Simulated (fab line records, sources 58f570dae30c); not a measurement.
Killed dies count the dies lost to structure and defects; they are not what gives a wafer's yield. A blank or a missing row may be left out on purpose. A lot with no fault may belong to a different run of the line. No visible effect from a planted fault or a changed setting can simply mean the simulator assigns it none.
Comparing a struck lot with a sound one    flow berkeleyCmos170    20 out of 331 route steps
Sound: these wafers, L267.3, L267.5, L267.6. The struck wafers were L275.2, L275.3, L275.5. At the end, the cause is stated.
For every step that has rows: the tool of each side, followed by ch and its chambers, followed by its first start. Under that, the readings that differ: sound wafers    struck wafers    difference of the means    sigmas: that difference in standard deviations of wafers without a fault.
alike: readings with means less than 2 such deviations apart, plus words and numbers identical on both sides. not compared: withheld readings, readings lacking a value on some wafer, bounds such as >300 that could conceal the same value, and numbers that have no deviation in the record and whose values overlap.
A row with sigmas, a row that says differs or no value, or rows on one side alone: a step with any of these is where the two part. Numbers that have no deviation but don't overlap get no sigmas and don't part them. A reading missing from all wafers of one side parts the sides only when that side holds two or more wafers.

first, 1 step without rows for these wafers: UCB170_FIELD_WET_ETCH_06 (etches SiO2 in BOE, time 22 s).
UCB170_FIELD_THK_MEAS_90:
  sound on filmMetro-04 at day 5 04:50; struck on filmMetro-04 at day 7 07:14
  alike: FIELD_OXIDE_LEFT_1_THK
then, 2 steps without rows for these wafers: UCB170_SACOX_CLEAN_00 (cleans in dHF, time 7.5 s); UCB170_SACOX_OXIDATION_01 (target thk 14.4 nm, ox time 2400 s).
UCB170_SACOX_THK_MEAS_02:
  sound on filmMetro-02 at day 5 08:10; struck on filmMetro-02 at day 7 11:22
  alike: SACOX_OXIDE_THK
then, 2 steps without rows for these wafers: UCB170_SCREENOX_WET_ETCH_00 (etches SiO2 in dHF, time 200 s); UCB170_SCREENOX_OXIDATION_01 (target thk 14.4 nm, ox time 2400 s).
UCB170_SCREENOX_THK_MEAS_02:
  sound on filmMetro-01 at day 5 10:33; struck on filmMetro-01 at day 7 17:47
  alike: SCREENOX_OXIDE_THK
then, 4 steps without rows for these wafers: UCB170_SCREENOX_ANNEAL_03 (time 900 s); UCB170_NVT_HMDS_00 (prime time 60 s); UCB170_NVT_COAT_01 (resist thk 900 nm); UCB170_NVT_SOFTBAKE_02 (time 60 s).
UCB170_NVT_EXPOSE_03: exposes mask PWELL, target cd 3000 nm.
  sound on krfScanner-02 ch 0, day 5 15:07; struck on krfScanner-02 ch 0, day 8 01:09
reading  sound                    struck                      difference  sigmas
mask     PWELL#0 PWELL#0 PWELL#0  PFIELD#0 PFIELD#0 PFIELD#0  differs     
then, 2 steps without rows for these wafers: UCB170_NVT_PEB_04; UCB170_NVT_DEVELOP_05 (develop time 45 s).
UCB170_NVT_OVL_MEAS_06:
  sound on overlay-02 at day 5 15:51; struck on overlay-02 at day 8 01:32
reading       sound    struck  difference                     sigmas
NVT_OVL (nm)  -3 0 -2  - - -   no value on the struck wafers  
following that, these wafers have no rows for 1 step: UCB170_NVT_IMPLANT_07.
UCB170_NVT_STRIP_08: strips in O2.
  sound on plasmaAsher-02 ch 0,1, day 5 16:04; struck on plasmaAsher-01 ch 0,1, day 8 01:43
  alike: chamberPressureMTorr, drypumpMotorCurrentA, oesProductAu, stripTimeToEndpointS
  not compared: rfHoursCounterH
UCB170_NVT_TW_MEAS_09:
  sound on filmMetro-04 at day 5 16:08; struck on filmMetro-03 at day 8 01:49
reading  sound        struck    difference  sigmas
NVT_TW   519 521 522  30 30 30  -491        -99 or more
then, 1 step without rows for these wafers: UCB170_NVT_CLEAN_10 (cleans in SPM, time 600 s).

== WHERE THEY PART ==
At UCB170_NVT_EXPOSE_03 first; at UCB170_NVT_TW_MEAS_09 last (within this record only).

WHY: the cause the simulator had injected
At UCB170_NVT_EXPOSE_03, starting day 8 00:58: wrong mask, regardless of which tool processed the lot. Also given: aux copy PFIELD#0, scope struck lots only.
